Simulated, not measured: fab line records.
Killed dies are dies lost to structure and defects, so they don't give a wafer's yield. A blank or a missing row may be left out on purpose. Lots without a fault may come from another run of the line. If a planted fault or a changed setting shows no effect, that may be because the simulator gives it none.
Which tool was responsible? || flow berkeley_cmos170 || 7 lots, 21 wafers sampled, at 5 steps of a route of 331

== WHAT THE GAUGES READ, wafer by wafer ==
UCB170_M3_OVL_MEAS_16.
{"lot": "L929", "measured": "day 9 06:57", "on": "overlay-01", "M3_OVL (nm)": "-9 0 -7"}
{"lot": "L928", "measured": "day 9 14:46", "on": "overlay-01", "M3_OVL (nm)": "-13 -18 -17"}
{"lot": "L937", "measured": "day 10 14:48", "on": "overlay-01", "M3_OVL (nm)": "-3 4 5"}
{"lot": "L943", "measured": "day 11 03:20", "on": "overlay-01", "M3_OVL (nm)": "0 2 3"}
{"lot": "L944", "measured": "day 11 12:08", "on": "overlay-01", "M3_OVL (nm)": "1 -1 -5"}
{"lot": "L948", "measured": "day 12 06:56", "on": "overlay-01", "M3_OVL (nm)": "-2 -18 -7"}
{"lot": "L951", "measured": "day 12 21:23", "on": "overlay-01", "M3_OVL (nm)": "-4 -6 -1"}

== TOOL THAT RAN EACH LOT (tool first, then ch and the chambers of the sampled wafers, then the start) ==
{"lot": "L929", "UCB170_V1_ETCH_14": "rie_diel-01 ch 2,3, day 8 17:56", "UCB170_V2_ETCH_14": "rie_diel-01 ch 0,2,3, day 9 00:49", "UCB170_V2_STRIP_15": "plasma_asher-02 ch 0,1, day 9 01:02", "UCB170_M3_STRIP_07": "plasma_asher-01 ch 0,1, day 9 03:13"}
{"lot": "L928", "UCB170_V1_ETCH_14": "rie_diel-02 ch 1,2,3, day 9 01:06", "UCB170_V2_ETCH_14": "rie_diel-03 ch 1,2,3, day 9 11:55", "UCB170_V2_STRIP_15": "plasma_asher-02 ch 1, day 9 12:06", "UCB170_M3_STRIP_07": "plasma_asher-03 ch 0,1, day 9 13:11"}
{"lot": "L937", "UCB170_V1_ETCH_14": "rie_diel-04 ch 0,1, day 10 03:42", "UCB170_V2_ETCH_14": "rie_diel-03 ch 0,1,2, day 10 10:28", "UCB170_V2_STRIP_15": "plasma_asher-01 ch 0,1, day 10 10:38", "UCB170_M3_STRIP_07": "plasma_asher-02 ch 0,1, day 10 12:19"}
{"lot": "L943", "UCB170_V1_ETCH_14": "rie_diel-04 ch 0,1, day 10 16:52", "UCB170_V2_ETCH_14": "rie_diel-04 ch 1,2, day 11 00:04", "UCB170_V2_STRIP_15": "plasma_asher-01 ch 0,1, day 11 00:14", "UCB170_M3_STRIP_07": "plasma_asher-03 ch 0,1, day 11 01:19"}
{"lot": "L944", "UCB170_V1_ETCH_14": "rie_diel-04 ch 0,1,2, day 11 04:25", "UCB170_V2_ETCH_14": "rie_diel-04 ch 0,1,2, day 11 09:42", "UCB170_V2_STRIP_15": "plasma_asher-04 ch 0,1, day 11 09:52", "UCB170_M3_STRIP_07": "plasma_asher-01 ch 0,1, day 11 10:52"}
{"lot": "L948", "UCB170_V1_ETCH_14": "rie_diel-01 ch 1,2, day 11 22:19", "UCB170_V2_ETCH_14": "rie_diel-04 ch 0,1,3, day 12 04:02", "UCB170_V2_STRIP_15": "plasma_asher-04 ch 0, day 12 04:13", "UCB170_M3_STRIP_07": "plasma_asher-01 ch 0, day 12 05:13"}
{"lot": "L951", "UCB170_V1_ETCH_14": "rie_diel-01 ch 0,2, day 12 12:33", "UCB170_V2_ETCH_14": "rie_diel-01 ch 1,3, day 12 18:32", "UCB170_V2_STRIP_15": "plasma_asher-01 ch 0,1, day 12 18:43", "UCB170_M3_STRIP_07": "plasma_asher-01 ch 0,1, day 12 20:01"}
- UCB170_V1_ETCH_14: etches SiO2 in CHF3/CF4/Ar, stops on Al, target depth 1250 nm, time 291 s.
- UCB170_V2_ETCH_14: etches SiO2 in CHF3/CF4/Ar, stops on Al, target depth 1250 nm, time 291 s.
- UCB170_V2_STRIP_15: strips in O2.
- UCB170_M3_STRIP_07: strips in O2.

== THE ANSWER, worked out from the rows above alone ==
Rule: usual is defined by the lots themselves. The widest of any qualifying gaps counts: lots, ordered by their means at a reading, are off when they make up no more than a third of the lots, leave a main group of 4 or more, and stand apart from it by 3 or more times the standard deviation of that group's means. The tables above print the reading to a certain number of digits; a main group whose means all agree to those digits is not used. A lot without any number at a reading at which 4 lots or more have one is off too. All remaining lots with rows at the step are treated as sound.
Nothing can be told from this: no lot is off at any reading shown.

== WHAT THE SIMULATOR PUT IN ==
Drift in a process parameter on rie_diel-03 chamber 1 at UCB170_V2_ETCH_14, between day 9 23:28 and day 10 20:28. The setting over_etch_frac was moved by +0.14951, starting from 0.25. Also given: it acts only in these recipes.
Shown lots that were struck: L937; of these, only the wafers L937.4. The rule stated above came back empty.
